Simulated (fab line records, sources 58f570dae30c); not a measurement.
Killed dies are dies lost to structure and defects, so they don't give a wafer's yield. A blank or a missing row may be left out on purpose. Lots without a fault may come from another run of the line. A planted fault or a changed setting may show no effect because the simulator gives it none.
fab line records | flow berkeley_cmos170
record lots=13 wafers=39 last_day=12
route steps=331 shown NWELL@23 ACTIVE@63 NLDD@165 NSD@193
lots that met no fault: from a run of the same line without faults
start_h: hours from the record's first day to the start of the lot's first wafer shown | wait_h: hours since the lot's step before | " the same as in the row above | L1.1+2: a row that stands for several wafers | - no value, or no start given | * or withheld: withheld | < > ~ a bound
route shown NAME@n: a module of which the file shows steps, and the number in the route of the first | usual: mean/standard deviation of fault-free wafers | same: alike in all rows | chamber/n: place in a boat | sites: the reading at each site | _std_site: their standard deviation | _edge_site: outer sites' mean less inner sites' | radius_mm: how far each site lies from the wafer's centre | mask NAME#n: copy n | behind: the tool/chamber that last shaped the wafer | hold: why the lot was held/for how many hours/how that ended | device: the transistor (n, p or np) that didn't switch | end of line: the same wafers' tests at the end of the route | a step without rows: its recipe alone | killed: dies lost to structure and defects at the first sort, not the wafer's yield | map: a wafer's dies, x killed, . not, _ none there
set.NAME: the setting as run; set.NAME@STEP: as run at that earlier step | model.NAME: the simulator's own value behind a step, which no gauge read
steps of the route over a sample of lots; a table a step, a row a wafer
services: from which hour (start_h, from the record's first day; less than 0 if before it) a tool's chamber was out of use, for how many hours, and why
## steps
# step UCB170_NWELL_EXPOSE_09
# recipe mask_id=NWELL target_cd_nm=3000 na=0.5 sigma_outer=0.6 source_shape=conventional dose_mj=25
# usual focus_offset_nm=0.0/0.45 stage_vel_mm_s=499.99/0.29
# columns lot.wafer tool chamber start_h wait_h mask focus_offset_nm stage_vel_mm_s
L884.2 krf_scanner-01 0 31.21 0.2 NWELL#0 -0.8 500.33
L884.3 " 0 " " NWELL#0 -0.4 499.95
L884.4 " 0 " " NWELL#0 -0.1 499.75
L885.2 krf_scanner-02 0 34.48 0.1 NWELL#0 -0.2 499.75
L885.4 " 0 " " NWELL#0 -0.3 500.25
L885.6 " 0 " " NWELL#0 0.2 499.91
L886.1 krf_scanner-02 0 40.19 0.1 NWELL#0 -0.1 499.62
L886.3 " 0 " " NWELL#0 -0.6 499.61
L886.5 " 0 " " NWELL#0 0.5 499.64
L889.2 krf_scanner-02 0 59.32 0.1 NWELL#0 0.3 499.75
L889.3 " 0 " " NWELL#0 0.3 499.88
L889.6 " 0 " " NWELL#0 0.2 499.79
L891.1 krf_scanner-02 0 65.97 0.1 NWELL#0 -0.2 499.55
L891.3 " 0 " " NWELL#0 -0.2 499.65
L891.5 " 0 " " NWELL#0 0.0 499.44
L890.2 krf_scanner-01 0 66.23 0.3 NWELL#0 0.8 499.88
L890.4 " 0 " " NWELL#0 0.0 499.84
L890.6 " 0 " " NWELL#0 0.6 500.15
L893.1 krf_scanner-02 0 80.84 0.2 NWELL#0 0.2 500.23
L893.2 " 0 " " NWELL#0 0.5 499.83
L893.3 " 0 " " NWELL#0 0.4 500.43
L895.2 krf_scanner-01 0 91.75 0.1 NWELL#0 -0.3 499.58
L895.4 " 0 " " NWELL#0 -1.0 499.47
L895.5 " 0 " " NWELL#0 -0.1 499.82
L897.3 krf_scanner-02 0 102.30 0.2 PWELL#0 0.0 500.25
L897.5 " 0 " " PWELL#0 0.0 500.07
L897.6 " 0 " " PWELL#0 -0.1 499.58
L901.1 krf_scanner-02 0 119.49 0.1 NWELL#0 0.9 500.32
L901.2 " 0 " " NWELL#0 0.6 500.00
L901.3 " 0 " " NWELL#0 0.5 500.16
L905.2 krf_scanner-02 0 131.54 0.1 NWELL#0 0.0 499.94
L905.4 " 0 " " NWELL#0 0.8 500.43
L905.5 " 0 " " NWELL#0 0.8 500.18
L906.1 krf_scanner-02 0 142.54 0.1 NWELL#0 0.2 500.38
L906.2 " 0 " " NWELL#0 -0.8 500.69
L906.6 " 0 " " NWELL#0 -0.5 500.42
L907.1 krf_scanner-02 0 142.66 0.2 NWELL#0 0.5 500.05
L907.4 " 0 " " NWELL#0 -0.7 499.87
L907.6 " 0 " " NWELL#0 0.2 499.69
# step UCB170_NWELL_OVL_MEAS_12
# usual NWELL_OVL=-2/5.1
# columns lot.wafer tool chamber start_h wait_h NWELL_OVL[nm]
L884.2 overlay-01 - 31.59 - 1
L884.3 " - " " 2
L884.4 " - " " 8
L885.2 overlay-01 - 34.86 - 3
L885.4 " - " " -7
L885.6 " - " " -2
L886.1 overlay-02 - 40.58 - -10
L886.3 " - " " -2
L886.5 " - " " -1
L889.2 overlay-02 - 60.13 - 3
L889.3 " - " " -2
L889.6 " - " " 2
L891.1 overlay-02 - 66.82 - -5
L891.3 " - " " 2
L891.5 " - " " -1
L890.2 overlay-01 - 66.98 - -9
L890.4 " - " " -2
L890.6 " - " " -11
L893.1 overlay-02 - 81.23 - -11
L893.2 " - " " -11
L893.3 " - " " -8
L895.2 overlay-02 - 92.29 - -6
L895.4 " - " " -6
L895.5 " - " " -7
L897.3 overlay-01 - 102.66 - -
L897.5 " - " " -
L897.6 " - " " -
L901.1 overlay-02 - 119.94 - 4
L901.2 " - " " 2
L901.3 " - " " 0
L905.2 overlay-02 - 132.25 - -4
L905.4 " - " " -2
L905.5 " - " " 4
L906.1 overlay-01 - 142.94 - 4
L906.2 " - " " 7
L906.6 " - " " 8
L907.1 overlay-01 - 143.21 - -4
L907.4 " - " " -5
L907.6 " - " " -2
# step UCB170_NWELL_TW_MEAS_16
# usual NWELL_TW=1239/12
# columns lot.wafer tool chamber start_h wait_h NWELL_TW
L884.2 film_metro-04 - 31.98 0.1 1261
L884.3 " - " " 1256
L884.4 " - " " 1257
L885.2 film_metro-04 - 35.25 0.1 1261
L885.4 " - " " 1260
L885.6 " - " " 1260
L886.1 film_metro-04 - 40.97 0.1 1254
L886.3 " - " " 1248
L886.5 " - " " 1251
L889.2 film_metro-02 - 60.52 0.1 1235
L889.3 " - " " 1228
L889.6 " - " " 1228
L891.1 film_metro-04 - 67.20 0.1 1243
L891.3 " - " " 1249
L891.5 " - " " 1248
L890.2 film_metro-02 - 67.37 0.1 1240
L890.4 " - " " 1237
L890.6 " - " " 1228
L893.1 film_metro-02 - 81.62 0.1 1233
L893.2 " - " " 1233
L893.3 " - " " 1233
L895.2 film_metro-04 - 92.68 0.1 1249
L895.4 " - " " 1249
L895.5 " - " " 1249
L897.3 film_metro-02 - 103.06 0.1 30
L897.5 " - " " 30
L897.6 " - " " 30
L901.1 film_metro-01 - 120.38 0.1 1221
L901.2 " - " " 1223
L901.3 " - " " 1223
L905.2 film_metro-04 - 132.64 0.1 1245
L905.4 " - " " 1250
L905.5 " - " " 1247
L906.1 film_metro-01 - 143.32 0.1 1222
L906.2 " - " " 1224
L906.6 " - " " 1223
L907.1 film_metro-04 - 143.60 0.1 1251
L907.4 " - " " 1248
L907.6 " - " " 1248
# step UCB170_ACTIVE_THK_MEAS_03
# recipe reads=SiO2_of_ACTIVE_OXIDATION_02
# usual ACTIVE_OXIDE_THK=26.4/0.42
# columns lot.wafer tool chamber start_h wait_h ACTIVE_OXIDE_THK[nm]
L884.2 film_metro-02 - 71.29 0.0 26.8
L884.3 " - " " 26.7
L884.4 " - " " 27.1
L886.1 film_metro-02 - 77.05 0.0 26.1
L886.3 " - " " 26.7
L886.5 " - " " 26.0
L885.2 film_metro-03 - 77.07 0.0 26.1
L885.4 " - " " 26.1
L885.6 " - " " 26.0
L889.2 film_metro-03 - 96.74 0.0 26.3
L889.3 " - " " 26.1
L889.6 " - " " 26.4
L891.1 film_metro-01 - 106.68 0.0 26.5
L891.3 " - " " 26.0
L891.5 " - " " 26.5
L890.2 film_metro-03 - 106.69 0.0 26.3
L890.4 " - " " 26.2
L890.6 " - " " 26.1
L893.1 film_metro-02 - 117.88 0.0 25.8
L893.2 " - " " 25.8
L893.3 " - " " 26.1
L895.2 film_metro-01 - 126.16 0.0 26.2
L895.4 " - " " 26.2
L895.5 " - " " 25.9
L901.1 film_metro-01 - 150.66 0.0 26.3
L901.2 " - " " 26.8
L901.3 " - " " 26.8
L905.2 film_metro-02 - 174.97 0.0 26.8
L905.4 " - " " 26.8
L905.5 " - " " 27.0
L906.1 film_metro-02 - 180.56 0.0 26.6
L906.2 " - " " 26.4
L906.6 " - " " 26.9
L907.1 film_metro-01 - 180.56 0.0 26.3
L907.4 " - " " 26.0
L907.6 " - " " 26.2
# step UCB170_NLDD_OVL_MEAS_07
# usual NLDD_OVL=0/7.4
# columns lot.wafer tool chamber start_h wait_h NLDD_OVL[nm]
L884.2 overlay-01 - 133.66 0.1 1
L884.3 " - " " -1
L884.4 " - " " 2
L886.1 overlay-01 - 139.29 0.1 27
L886.3 " - " " 22
L886.5 " - " " 20
L885.2 overlay-02 - 139.70 0.1 -1
L885.4 " - " " 6
L885.6 " - " " -1
L889.2 overlay-01 - 156.52 0.1 0
L889.3 " - " " -7
L889.6 " - " " 3
L891.1 overlay-02 - 167.74 0.1 -3
L891.3 " - " " -3
L891.5 " - " " -4
L890.2 overlay-02 - 168.63 0.1 10
L890.4 " - " " 6
L890.6 " - " " 4
L893.1 overlay-02 - 177.93 0.1 -12
L893.2 " - " " -5
L893.3 " - " " -6
L895.2 overlay-02 - 191.89 0.1 12
L895.4 " - " " 5
L895.5 " - " " 13
L901.1 overlay-01 - 207.35 0.1 -1
L901.2 " - " " 4
L901.3 " - " " 1
L905.2 overlay-01 - 233.95 0.1 -6
L905.4 " - " " -6
L905.5 " - " " 5
L906.1 overlay-01 - 234.39 0.1 -8
L906.2 " - " " 7
L906.6 " - " " -3
L907.1 overlay-01 - 241.05 0.1 -2
L907.4 " - " " -14
L907.6 " - " " -10
# step UCB170_NSD_CD_MEAS_06
# recipe target_cd_nm=1200
# usual cd_nm=1199.6/1.2
# columns lot.wafer tool chamber start_h wait_h cd_nm
L884.2 cd_sem-01 - 140.14 - 1199.1
L884.3 " - " " 1199.4
L884.4 " - " " 1198.9
L886.1 cd_sem-02 - 149.30 - 1198.9
L886.3 " - " " 1198.5
L886.5 " - " " 1199.2
L885.2 cd_sem-02 - 150.32 - 1199.7
L885.4 " - " " 1199.1
L885.6 " - " " 1198.8
L889.2 cd_sem-01 - 168.19 - 1199.1
L889.3 " - " " 1199.2
L889.6 " - " " 1198.7
L890.2 cd_sem-02 - 177.24 - 1201.5
L890.4 " - " " 1200.2
L890.6 " - " " 1201.8
L891.1 cd_sem-02 - 177.77 - 1200.4
L891.3 " - " " 1199.8
L891.5 " - " " 1199.5
L893.1 cd_sem-01 - 186.49 - 1198.8
L893.2 " - " " 1199.4
L893.3 " - " " 1199.7
L895.2 cd_sem-01 - 201.71 - 1199.3
L895.4 " - " " 1201.1
L895.5 " - " " 1200.0
L901.1 cd_sem-01 - 216.88 - 1198.8
L901.2 " - " " 1200.5
L901.3 " - " " 1200.2
L905.2 cd_sem-01 - 240.94 - 1202.1
L905.4 " - " " 1200.8
L905.5 " - " " 1202.1
L906.1 cd_sem-02 - 246.35 - 1201.6
L906.2 " - " " 1203.0
L906.6 " - " " 1201.7
L907.1 cd_sem-02 - 251.49 - 1199.3
L907.4 " - " " 1199.9
L907.6 " - " " 1200.0
## services
# columns tool chamber start_h hours kind
krf_scanner-01 - 32.44 3.6 pm
krf_scanner-02 - 50.37 1.3 pm
krf_scanner-02 - 61.71 0.5 repair
krf_scanner-01 - 66.42 4.4 pm
krf_scanner-02 - 85.89 1.0 pm
krf_scanner-02 0 87.68 - calibration
krf_scanner-01 - 90.48 0.8 pm
krf_scanner-02 - 93.69 5.6 repair
krf_scanner-02 - 94.47 2.7 repair
krf_scanner-01 0 99.96 - calibration
krf_scanner-01 - 114.82 1.0 pm
krf_scanner-01 - 119.88 36.0 pm
## key
first_sign step=UCB170_NWELL_EXPOSE_09 reading=mask direction=changed
effect step=UCB170_NWELL_OVL_MEAS_12 reading=NWELL_OVL direction=missing
effect step=UCB170_NWELL_TW_MEAS_16 reading=NWELL_TW direction=down sigmas=97 usual=1239 struck=30
met_at UCB170_NWELL_EXPOSE_09
struck_lots L897
later_rows_left_out L897.3,L897.5,L897.6
sort_left_out L897.3,L897.5,L897.6
tester_left_out L897
not_acting_at UCB170_ACTIVE_THK_MEAS_03,UCB170_NLDD_OVL_MEAS_07,UCB170_NSD_CD_MEAS_06
onset_between 80.84 102.30
fault kind=wrong_mask tool=any chamber=- onset_h=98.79 steps=UCB170_NWELL_EXPOSE_09 aux_copy=PWELL#0 scope=struck_lots_only
# tester_left_out: of these lots the tester's yield and bins aren't shown, on N5 and GAA mostly nor the transistor test; their killed dies are dies lost to structure and defects alone, not to doping, threshold or leakage, so they don't give the yield
# sort_left_out: the simulated sort isn't trusted on such a fault, so these wafers' sort isn't shown, and their yield isn't known
# later_rows_left_out: the simulator's readings of these wafers behind a module that went badly wrong aren't trusted and aren't shown, but for the sort
